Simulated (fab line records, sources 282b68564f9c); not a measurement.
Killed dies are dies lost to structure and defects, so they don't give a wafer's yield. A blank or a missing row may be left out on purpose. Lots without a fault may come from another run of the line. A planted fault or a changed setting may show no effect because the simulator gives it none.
One fault seen from 2 desks | flow rit_cmos | each desk has only its own numbers; what lay behind them comes last

THE TOOL OWNER'S DESK: pvd_sputter-03
The tool's own readings at RIT_M1_SPUTTER_00 (material Al, target thk 400 nm, time 500 s): means of the sampled wafers that have a number, for each lot that ran on this tool. A lot is out of limits, marked OUT, if its mean lies more than 4 standard deviations from the usual mean; the brackets give that distance.
Columns: A = chamber_pressure_pa at RIT_M1_SPUTTER_00, usual 0.4000 Pa; B = throttle_valve_pct at RIT_M1_SPUTTER_00, usual 29.9 %
lot  | first seen here | A      | B
L956 | day 3 06:43     | 0.4003 | 30.1
L958 | day 3 14:07     | 0.4001 | 30.2
L960 | day 4 05:05     | 0.3999 | 30.0
L962 | day 4 12:54     | 0.3999 | 30.2
L966 | day 5 11:31     | 0.4006 | 30.1
L968 | day 5 19:28     | 0.4002 | 30.2
L970 | day 6 04:43     | 0.4002 | 30.1
L971 | day 6 12:34     | 0.4005 | 30.0
This desk's finding: nothing out of limits on any of the 8 lots.

THE METROLOGY DESK
What the gauges read, lot by lot, whatever tool the lot ran on: means of the sampled wafers that have a number. A lot is out of limits, marked OUT, if its mean lies more than 4 standard deviations from the usual mean; the brackets give that distance.
Columns: A = NWELL_OVL at RIT_NWELL_OVL_MEAS_06, usual 0.7 nm; B = M1_AL_RS at RIT_M1_RS_MEAS_01, usual 0.0712 ohm/sq; C = M1_AL_THK at RIT_M1_THK_MEAS_02, usual 416 nm
lot  | first seen here | A    | B                | C
L956 | day 1 21:28     | 4.3  | 0.0705           | 418
L957 | day 2 01:18     | -1.7 | 0.0711           | 417
L958 | day 2 06:32     | 0.7  | 0.0708           | 415
L959 | day 2 12:35     | -0.9 | 0.0711           | 420
L960 | day 2 18:43     | 4.4  | 0.0713           | 416
L961 | day 2 23:02     | 0.6  | 0.0704           | 419
L962 | day 3 02:08     | -0.7 | 0.0715           | 413
L966 | day 3 23:13     | -0.3 | 0.0893 (+24) OUT | 353 (-15) OUT
L968 | day 4 09:11     | 0.5  | 0.0897 (+25) OUT | 350 (-16) OUT
L969 | day 4 13:28     | 2.6  | 0.0719           | 414
L970 | day 4 19:07     | 2.9  | 0.0895 (+24) OUT | 348 (-16) OUT
L971 | day 5 01:46     | -0.4 | 0.0885 (+23) OUT | 351 (-15) OUT
L972 | day 5 05:46     | 0.4  | 0.0708           | 419
L975 | day 5 21:00     | 1.5  | 0.0719           | 412
L977 | day 6 05:19     | -0.2 | 0.0714           | 412
L979 | day 6 16:37     | -1.2 | 0.0707           | 419
This desk's finding: out of limits on L966, L968, L970, L971; first on L966, day 5 11:50 (M1_AL_RS at RIT_M1_RS_MEAS_01). In limits: L956, L957, L958, L959, L960, L961, L962, L969, L972, L975, L977, L979.

PUT TOGETHER
The metrology desk could have raised an alarm at day 5 11:50, on L966, L968, L970, L971.
The tool owner's desk saw nothing out of limits.
The tool owner's desk has L966, L968, L970, L971 on record, within its limits.
Of the lots named, all ran RIT_M1_SPUTTER_00 on pvd_sputter-03.

WHAT THE SIMULATOR HAD PUT IN
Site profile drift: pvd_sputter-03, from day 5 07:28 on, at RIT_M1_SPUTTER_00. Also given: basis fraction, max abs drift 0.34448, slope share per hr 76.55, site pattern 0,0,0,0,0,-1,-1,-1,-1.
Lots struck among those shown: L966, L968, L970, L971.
Hours from the fault's start to each desk's first reading out of limits: the metrology desk, 4.
